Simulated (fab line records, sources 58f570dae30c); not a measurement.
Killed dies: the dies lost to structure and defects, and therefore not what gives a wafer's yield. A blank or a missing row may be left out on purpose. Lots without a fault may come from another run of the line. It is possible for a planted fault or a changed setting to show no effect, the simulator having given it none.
Lot-split experiment :: flow berkeley_cmos170 :: 23 wafers read across 5 lots, on a route 331 steps long

== THE SPLIT ==
At UCB170_PSD_IMPLANT_08, the setting energy_kev was moved away from the recipe's 20 on 9 of the 23 wafers read, by -2.3% to +5.9%. All remaining wafers had this setting at the recipe value.

The reading is taken at the split's own step.

== THE READING ==
implant.drp_nm (the simulator's own value, which no gauge read), in nm, at UCB170_PSD_IMPLANT_08. The file does not state a usual value for it.

wafer: L076.1
tool, chamber at the split: implanter-02, 0
energy_kev as run: 19.54
against the recipe: -2.3%
implant.drp_nm, nm: 27.88
against lot-mates on the recipe: -0.46

wafer: L076.2
tool, chamber at the split: implanter-02, 0
energy_kev as run: 19.54
against the recipe: -2.3%
implant.drp_nm, nm: 27.88
against lot-mates on the recipe: -0.46

wafer: L076.6
tool, chamber at the split: implanter-02, 0
energy_kev as run: 19.54
against the recipe: -2.3%
implant.drp_nm, nm: 27.88
against lot-mates on the recipe: -0.46

wafer: L076.3
tool, chamber at the split: implanter-02, 0
energy_kev as run: 20
against the recipe: recipe
implant.drp_nm, nm: 28.34
against lot-mates on the recipe: -

wafer: L076.5
tool, chamber at the split: implanter-02, 0
energy_kev as run: 20
against the recipe: recipe
implant.drp_nm, nm: 28.34
against lot-mates on the recipe: -

wafer: L075.2
tool, chamber at the split: implanter-01, 0
energy_kev as run: 20
against the recipe: recipe
implant.drp_nm, nm: 28.34
against lot-mates on the recipe: -

wafer: L075.5
tool, chamber at the split: implanter-01, 0
energy_kev as run: 20
against the recipe: recipe
implant.drp_nm, nm: 28.34
against lot-mates on the recipe: -

wafer: L075.6
tool, chamber at the split: implanter-01, 0
energy_kev as run: 20
against the recipe: recipe
implant.drp_nm, nm: 28.34
against lot-mates on the recipe: -

wafer: L081.1
tool, chamber at the split: implanter-01, 0
energy_kev as run: 20
against the recipe: recipe
implant.drp_nm, nm: 28.34
against lot-mates on the recipe: -

wafer: L081.3
tool, chamber at the split: implanter-01, 0
energy_kev as run: 20
against the recipe: recipe
implant.drp_nm, nm: 28.34
against lot-mates on the recipe: -

wafer: L081.4
tool, chamber at the split: implanter-01, 0
energy_kev as run: 20
against the recipe: recipe
implant.drp_nm, nm: 28.34
against lot-mates on the recipe: -

wafer: L081.5
tool, chamber at the split: implanter-01, 0
energy_kev as run: 20
against the recipe: recipe
implant.drp_nm, nm: 28.34
against lot-mates on the recipe: -

wafer: L081.6
tool, chamber at the split: implanter-01, 0
energy_kev as run: 20
against the recipe: recipe
implant.drp_nm, nm: 28.34
against lot-mates on the recipe: -

wafer: L084.2
tool, chamber at the split: implanter-01, 0
energy_kev as run: 21.06
against the recipe: +5.3%
implant.drp_nm, nm: 29.54
against lot-mates on the recipe: +1.20

wafer: L084.3
tool, chamber at the split: implanter-01, 0
energy_kev as run: 21.06
against the recipe: +5.3%
implant.drp_nm, nm: 29.54
against lot-mates on the recipe: +1.20

wafer: L084.6
tool, chamber at the split: implanter-01, 0
energy_kev as run: 21.06
against the recipe: +5.3%
implant.drp_nm, nm: 29.54
against lot-mates on the recipe: +1.20

wafer: L084.4
tool, chamber at the split: implanter-01, 0
energy_kev as run: 20
against the recipe: recipe
implant.drp_nm, nm: 28.34
against lot-mates on the recipe: -

wafer: L084.5
tool, chamber at the split: implanter-01, 0
energy_kev as run: 20
against the recipe: recipe
implant.drp_nm, nm: 28.34
against lot-mates on the recipe: -

wafer: L083.1
tool, chamber at the split: implanter-04, 0
energy_kev as run: 20
against the recipe: recipe
implant.drp_nm, nm: 28.34
against lot-mates on the recipe: -

wafer: L083.4
tool, chamber at the split: implanter-04, 0
energy_kev as run: 20
against the recipe: recipe
implant.drp_nm, nm: 28.34
against lot-mates on the recipe: -

wafer: L083.2
tool, chamber at the split: implanter-04, 0
energy_kev as run: 21.18
against the recipe: +5.9%
implant.drp_nm, nm: 29.69
against lot-mates on the recipe: +1.35

wafer: L083.3
tool, chamber at the split: implanter-04, 0
energy_kev as run: 21.18
against the recipe: +5.9%
implant.drp_nm, nm: 29.69
against lot-mates on the recipe: +1.35

wafer: L083.6
tool, chamber at the split: implanter-04, 0
energy_kev as run: 21.18
against the recipe: +5.9%
implant.drp_nm, nm: 29.69
against lot-mates on the recipe: +1.35

FIT RESULTS
A straight line over all 23 wafers: implant.drp_nm changes by +0.224 nm for each +1% of energy_kev; r = +1.00; the points scatter about the line by 0.02 nm.
The same after taking each lot's own level away (the mean of its wafers on the recipe; 23 wafers): +0.224 nm for each +1%; r = +1.00; scatter 0.02 nm.
According to that fit, moving energy_kev by its largest amount changes the reading by 1.3 nm.
The lots' own levels span 28.340 to 28.340 nm.
Hence the lot-to-lot level has little effect on the slope; both slopes agree.
Check: with one of the wafers moved furthest among these (+5.9%) left out of the fit, the line predicts +1.33 nm for it against its lot-mates. Against them it came out at +1.35 nm.

== FURTHER SPLITS ON THESE WAFERS ==
Other splits were also applied to these wafers ahead of the reading. Each is held against what the fit with the lots' levels taken away leaves over:
other split on the same wafers: UCB170_NWELL_IMPLANT_14 energy_kev
wafers away from the commonest value: 6
r with implant.drp_nm (lot level and that fit taken away): -0.11

other split on the same wafers: UCB170_PWELL_CVD_05 pressure_mtorr
wafers away from the commonest value: 18
r with implant.drp_nm (lot level and that fit taken away): -0.25

other split on the same wafers: UCB170_ACTIVE_COAT_08 resist_thk_nm
wafers away from the commonest value: 11
r with implant.drp_nm (lot level and that fit taken away): +0.29

other split on the same wafers: UCB170_ACTIVE_EXPOSE_10 dose_mj
wafers away from the commonest value: 6
r with implant.drp_nm (lot level and that fit taken away): +0.19

other split on the same wafers: UCB170_PFIELD_IMPLANT_07 energy_kev
wafers away from the commonest value: 9
r with implant.drp_nm (lot level and that fit taken away): +0.15

other split on the same wafers: UCB170_NVT_IMPLANT_07 dose_cm2
wafers away from the commonest value: 8
r with implant.drp_nm (lot level and that fit taken away): +0.10

other split on the same wafers: UCB170_NLDD_PEB_04 peb_temp_c
wafers away from the commonest value: 8
r with implant.drp_nm (lot level and that fit taken away): +0.20

other split on the same wafers: UCB170_NLDD_IMPLANT_09 dose_cm2
wafers away from the commonest value: 4
r with implant.drp_nm (lot level and that fit taken away): -0.08

== THE WHOLE CHAIN: every reading that the file lists as answering this split, in the file's order ==
step: UCB170_PSD_IMPLANT_08
what it does: 
reading: implant.rp_nm (the simulator's own value, which no gauge read)
change (the file's fit): +0.642 nm for each +1% of the setting
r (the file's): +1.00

step: UCB170_PSD_IMPLANT_08
what it does: 
reading: implant.drp_nm (the simulator's own value, which no gauge read)
change (the file's fit): +0.226 nm for each +1% of the setting
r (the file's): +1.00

step: UCB170_PSD_STRIP_09
what it does: strips in O2
reading: strip_time_to_endpoint_s
change (the file's fit): withheld for each +1% of the setting
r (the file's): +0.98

== THE FILE'S OWN FIT ==
implant.drp_nm changes by +0.226 nm for each +1% of energy_kev, r = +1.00.
